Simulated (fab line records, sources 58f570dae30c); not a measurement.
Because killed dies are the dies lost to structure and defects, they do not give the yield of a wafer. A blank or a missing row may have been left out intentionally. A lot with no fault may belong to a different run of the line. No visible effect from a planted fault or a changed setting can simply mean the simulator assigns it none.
Chamber matching	flow berkeley cmos170	3 sister chambers for UCB170_SCREENOX_WET_ETCH_00 on wet bench-03
The step etches SiO2 in dHF, time 200 s. 18 wafers are shown with their chamber, then 3 later ones without.

== WAFERS, EACH WITH ITS CHAMBER ==
wafer	chamber	run length s (s)
L295.2	0	227
L295.3	0	227
L295.5	0	227
L297.3	3	227
L297.4	3	227
L297.5	3	227
L298.2	0	226
L298.3	0	226
L298.6	0	226
L299.2	0	226
L299.4	0	226
L299.5	0	226
L300.3	0	226
L300.4	0	226
L300.6	0	226
L301.1	2	227
L301.5	2	227
L301.6	2	227

SIGNATURES (means of the wafers above)
reading	chamber 0	chamber 2	chamber 3	scatter within a chamber
run length s	226.25	227.00	227.00	0.387
Rule: a wafer's distance from a chamber is the root of the sum, over the readings, of the square of ((its reading less the chamber's mean) divided by the reading's scatter). The wafer belongs to the nearest chamber; if the next one is less than 2 further off, it can't be placed. The scatter: the root of (the sum of the squares of (reading less its chamber's mean) over the shown wafers, divided by (wafers less chambers)).

== WAFERS WITH NO CHAMBER GIVEN ==
wafer	run length s (s)
L302.2	226
L302.3	226
L302.6	226

== THE CHAMBER EACH PASSED THROUGH ==
wafer	from the rows above	in truth
L302.2	can't be placed: 0 or 2 or 3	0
L302.3	can't be placed: 0 or 2 or 3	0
L302.6	can't be placed: 0 or 2 or 3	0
Correctly placed: 0 of 3. Not placeable from these rows: 3 (in 3, the candidates include the true chamber). Wrongly placed: 0.
